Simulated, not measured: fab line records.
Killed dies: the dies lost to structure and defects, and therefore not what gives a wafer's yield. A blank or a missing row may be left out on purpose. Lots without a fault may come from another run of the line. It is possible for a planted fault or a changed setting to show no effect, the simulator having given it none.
Lot-split experiment || flow rit cmos || 5 lots, 23 wafers read, on a route of 202 steps

## SPLIT DETAILS
At RIT_GATE_EXPOSE_13 (exposes mask M6, target cd 150 nm), the setting dose mj was moved away from the recipe's 380 on 7 of the 23 wafers read, by -7.0% to +7.4%. For the rest of the wafers, this setting stayed at what the recipe calls for.

## FROM THE SPLIT TO THE READING: what the file shows between them, 5 steps
- RIT_GATE_PEB_14
- RIT_GATE_DEVELOP_15: develop time 50 s
- RIT_GATE_CD_MEAS_16: target cd 150 nm
- RIT_GATE_ETCH_19: etches poly-Si in SF6/CHF3/O2, stops on SiO2, time 165 s, target depth 312.5 nm (also split here: over etch frac)
- RIT_GATE_STRIP_20: strips in O2, time 180 s

## THE READING
Shown in nm: cd nm at RIT_GATE_CD_MEAS_90, with target cd 150 nm. A value of 150.0 nm with a standard deviation of 2.7 nm is what fault-free wafers of this fab line usually give.

{"wafer": "L075.1", "tool, chamber at the split": "iline stepper-02, 0", "dose mj as run": 391.1, "against the recipe": "+2.9%", "cd nm, nm": 133.1, "against lot-mates on the recipe": -13.7}
{"wafer": "L075.2", "tool, chamber at the split": "iline stepper-02, 0", "dose mj as run": 391.1, "against the recipe": "+2.9%", "cd nm, nm": 133.5, "against lot-mates on the recipe": -13.3}
{"wafer": "L075.3", "tool, chamber at the split": "iline stepper-02, 0", "dose mj as run": 391.1, "against the recipe": "+2.9%", "cd nm, nm": 133.6, "against lot-mates on the recipe": -13.2}
{"wafer": "L075.4", "tool, chamber at the split": "iline stepper-02, 0", "dose mj as run": 380, "against the recipe": "recipe", "cd nm, nm": 145.9, "against lot-mates on the recipe": "-"}
{"wafer": "L075.6", "tool, chamber at the split": "iline stepper-02, 0", "dose mj as run": 380, "against the recipe": "recipe", "cd nm, nm": 147.7, "against lot-mates on the recipe": "-"}
{"wafer": "L076.1", "tool, chamber at the split": "iline stepper-01, 0", "dose mj as run": 380, "against the recipe": "recipe", "cd nm, nm": 145.7, "against lot-mates on the recipe": "-"}
{"wafer": "L076.2", "tool, chamber at the split": "iline stepper-01, 0", "dose mj as run": 380, "against the recipe": "recipe", "cd nm, nm": 146.0, "against lot-mates on the recipe": "-"}
{"wafer": "L076.3", "tool, chamber at the split": "iline stepper-01, 0", "dose mj as run": 380, "against the recipe": "recipe", "cd nm, nm": 147.3, "against lot-mates on the recipe": "-"}
{"wafer": "L076.4", "tool, chamber at the split": "iline stepper-01, 0", "dose mj as run": 380, "against the recipe": "recipe", "cd nm, nm": 144.4, "against lot-mates on the recipe": "-"}
{"wafer": "L076.6", "tool, chamber at the split": "iline stepper-01, 0", "dose mj as run": 380, "against the recipe": "recipe", "cd nm, nm": 144.6, "against lot-mates on the recipe": "-"}
{"wafer": "L079.2", "tool, chamber at the split": "iline stepper-02, 0", "dose mj as run": 380, "against the recipe": "recipe", "cd nm, nm": 148.0, "against lot-mates on the recipe": "-"}
{"wafer": "L079.3", "tool, chamber at the split": "iline stepper-02, 0", "dose mj as run": 380, "against the recipe": "recipe", "cd nm, nm": 151.4, "against lot-mates on the recipe": "-"}
{"wafer": "L079.4", "tool, chamber at the split": "iline stepper-02, 0", "dose mj as run": 408.3, "against the recipe": "+7.4%", "cd nm, nm": 112.2, "against lot-mates on the recipe": -37.7}
{"wafer": "L079.5", "tool, chamber at the split": "iline stepper-02, 0", "dose mj as run": 380, "against the recipe": "recipe", "cd nm, nm": 150.2, "against lot-mates on the recipe": "-"}
{"wafer": "L079.6", "tool, chamber at the split": "iline stepper-02, 0", "dose mj as run": 408.3, "against the recipe": "+7.4%", "cd nm, nm": 113.8, "against lot-mates on the recipe": -36.1}
{"wafer": "L083.1", "tool, chamber at the split": "iline stepper-01, 0", "dose mj as run": 380, "against the recipe": "recipe", "cd nm, nm": 154.3, "against lot-mates on the recipe": "-"}
{"wafer": "L083.3", "tool, chamber at the split": "iline stepper-01, 0", "dose mj as run": 380, "against the recipe": "recipe", "cd nm, nm": 152.1, "against lot-mates on the recipe": "-"}
{"wafer": "L083.4", "tool, chamber at the split": "iline stepper-01, 0", "dose mj as run": 380, "against the recipe": "recipe", "cd nm, nm": 152.3, "against lot-mates on the recipe": "-"}
{"wafer": "L083.5", "tool, chamber at the split": "iline stepper-01, 0", "dose mj as run": 353.5, "against the recipe": "-7.0%", "cd nm, nm": 190.5, "against lot-mates on the recipe": "+37.6"}
{"wafer": "L083.6", "tool, chamber at the split": "iline stepper-01, 0", "dose mj as run": 353.5, "against the recipe": "-7.0%", "cd nm, nm": 189.8, "against lot-mates on the recipe": "+36.9"}
{"wafer": "L085.1", "tool, chamber at the split": "iline stepper-02, 0", "dose mj as run": 380, "against the recipe": "recipe", "cd nm, nm": 150.6, "against lot-mates on the recipe": "-"}
{"wafer": "L085.3", "tool, chamber at the split": "iline stepper-02, 0", "dose mj as run": 380, "against the recipe": "recipe", "cd nm, nm": 149.1, "against lot-mates on the recipe": "-"}
{"wafer": "L085.6", "tool, chamber at the split": "iline stepper-02, 0", "dose mj as run": 380, "against the recipe": "recipe", "cd nm, nm": 151.8, "against lot-mates on the recipe": "-"}

FIT RESULTS
A straight line over all 23 wafers: cd nm changes by -5.36 nm for each +1% of dose mj; r = -0.99; the points scatter about the line by 3 nm.
The same after taking each lot's own level away (the mean of its wafers on the recipe; 23 wafers): -5.09 nm for each +1%; r = -1.00; scatter 1.2 nm.
Per that fit: largest dose mj move, reading shift of 38 nm.
From 145.60 to 152.90 nm: that is the span of the lots' own levels, equal to 2.7 times the standard deviation above.
So the lot-to-lot level changes the slope little: the two slopes agree.
Check: for one of the wafers moved furthest among these (+7.4%), held out of the fit, the line's prediction against its lot-mates is -37.4 nm. It came out at -37.7 nm against them.

## THE OTHER SPLITS THESE WAFERS WENT THROUGH
Other splits were also applied to these wafers ahead of the reading. Each is held against what the fit with the lots' levels taken away leaves over:
{"other split on the same wafers": "RIT_ACTIVE_CVD_03 pressure mtorr", "wafers away from the commonest value": 15, "r with cd nm (lot level and that fit taken away)": "+0.07"}
{"other split on the same wafers": "RIT_FOX1_OXIDATION_00 ox time s", "wafers away from the commonest value": 18, "r with cd nm (lot level and that fit taken away)": -0.17}
{"other split on the same wafers": "RIT_NWELL_COAT_01 resist thk nm", "wafers away from the commonest value": 7, "r with cd nm (lot level and that fit taken away)": "+0.06"}
{"other split on the same wafers": "RIT_NWELL_IMPLANT_08 dose cm2", "wafers away from the commonest value": 11, "r with cd nm (lot level and that fit taken away)": "+0.08"}
{"other split on the same wafers": "RIT_PWELL_DEVELOP_05 develop time s", "wafers away from the commonest value": 11, "r with cd nm (lot level and that fit taken away)": "+0.05"}
{"other split on the same wafers": "RIT_NRETRO_COAT_01 resist thk nm", "wafers away from the commonest value": 8, "r with cd nm (lot level and that fit taken away)": -0.04}
{"other split on the same wafers": "RIT_GATE_OXIDATION_05 temp c", "wafers away from the commonest value": 10, "r with cd nm (lot level and that fit taken away)": "+0.14"}
{"other split on the same wafers": "RIT_GATE_ETCH_19 over etch frac", "wafers away from the commonest value": 7, "r with cd nm (lot level and that fit taken away)": -0.23}

## THE WHOLE CHAIN: every reading that the file lists as answering this split, in the file's order
{"step": "RIT_GATE_CD_MEAS_16", "what it does": "target cd 150 nm", "reading": "cd nm", "change (the file's fit)": "-5.09 nm for each +1% of the setting", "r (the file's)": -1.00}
{"step": "RIT_GATE_ETCH_19", "what it does": "etches poly-Si in SF6/CHF3/O2, stops on SiO2, time 165 s, target depth 312.5 nm", "reading": "GATE.cd nm (the simulator's own value, which no gauge read)", "change (the file's fit)": "-5.08 nm for each +1% of the setting", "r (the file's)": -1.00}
{"step": "RIT_GATE_CD_MEAS_90", "what it does": "target cd 150 nm", "reading": "cd nm", "change (the file's fit)": "-5.09 nm for each +1% of the setting", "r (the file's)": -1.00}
{"step": "RIT_M1_PROBE_99", "what it does": "", "reading": "etest.pmos turned.r on ohm um (the simulator's own value, which no gauge read)", "change (the file's fit)": "-124 for each +1% of the setting", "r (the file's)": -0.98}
{"step": "RIT_M1_PROBE_99", "what it does": "", "reading": "etest.pmos_0p15.r on ohm um (the simulator's own value, which no gauge read)", "change (the file's fit)": "-120 for each +1% of the setting", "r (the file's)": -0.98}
{"step": "RIT_M1_PROBE_99", "what it does": "", "reading": "etest.nmos_0p15.r on ohm um (the simulator's own value, which no gauge read)", "change (the file's fit)": "-36.1 for each +1% of the setting", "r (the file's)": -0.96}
{"step": "RIT_M1_PROBE_99", "what it does": "", "reading": "etest.nmos_0p15.drive ua um (the simulator's own value, which no gauge read)", "change (the file's fit)": "+16.9 for each +1% of the setting", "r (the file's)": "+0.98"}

## FILE'S OWN FIT
cd nm changes by -5.09 nm for each +1% of dose mj, r = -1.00.
